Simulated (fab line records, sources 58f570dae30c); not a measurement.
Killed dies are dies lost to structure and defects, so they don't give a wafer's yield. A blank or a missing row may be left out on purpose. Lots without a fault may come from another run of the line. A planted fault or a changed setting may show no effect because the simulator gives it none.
Chamber matching | flow berkeley_cmos170 | UCB170_GATE_ETCH_15 on rie_si-02: 4 sister chambers
The step etches poly-Si in HBr/Cl2, stops on SiO2, time 56.3 s, target depth 278.2 nm. 14 wafers are shown with their chamber, then 7 later ones without.

WAFERS WITH THEIR CHAMBER
wafer  | chamber | throttle_valve_pct (%) | oes_product_au (a.u.)
L735.2 | 2       | 25.95                  | 0.857
L735.5 | 3       | 26.82                  | 0.818
L735.6 | 0       | 26.56                  | 0.818
L733.1 | 3       | 26.82                  | 0.818
L733.4 | 1       | 26.52                  | 0.822
L733.5 | 1       | 26.51                  | 0.820
L738.1 | 3       | 26.80                  | 0.814
L738.2 | 1       | 26.53                  | 0.810
L738.6 | 3       | 26.82                  | 0.809
L742.2 | 1       | 26.52                  | 0.832
L742.3 | 3       | 26.82                  | 0.817
L742.5 | 3       | 26.83                  | 0.829
L739.1 | 0       | 26.57                  | 0.828
L739.2 | 1       | 26.53                  | 0.826

SIGNATURES (means of the wafers above)
reading            | chamber 0 | chamber 1 | chamber 2 | chamber 3 | scatter within a chamber
throttle_valve_pct | 26.5650   | 26.5220   | 25.9500   | 26.8183   | 0.00902
oes_product_au     | 0.82300   | 0.82200   | 0.85700   | 0.81750   | 0.00729
Rule: a wafer's distance from a chamber is the root of the sum, over the readings, of the square of ((its reading less the chamber's mean) divided by the reading's scatter). The wafer belongs to the nearest chamber; if the next one is less than 2 further off, it can't be placed. The scatter: the root of (the sum of the squares of (reading less its chamber's mean) over the shown wafers, divided by (wafers less chambers)).

WAFERS WITHOUT THEIR CHAMBER
wafer  | throttle_valve_pct (%) | oes_product_au (a.u.)
L739.6 | 26.55                  | 0.824
L745.1 | 25.93                  | 0.849
L745.2 | 26.57                  | 0.816
L745.4 | 26.54                  | 0.799
L754.1 | 26.56                  | 0.820
L754.2 | 26.52                  | 0.824
L754.4 | 26.82                  | 0.809

WHICH CHAMBER EACH WENT THROUGH
wafer  | from the rows above     | in truth
L739.6 | can't be placed: 0 or 1 | 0
L745.1 | 2                       | 2
L745.2 | 0                       | 0
L745.4 | can't be placed: 1 or 0 | 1
L754.1 | 0                       | 0
L754.2 | 1                       | 1
L754.4 | 3                       | 3
Placed correctly: 5 of 7. Can't be placed from these rows: 2 (the true chamber is among the candidates in 2). Placed wrongly: 0.
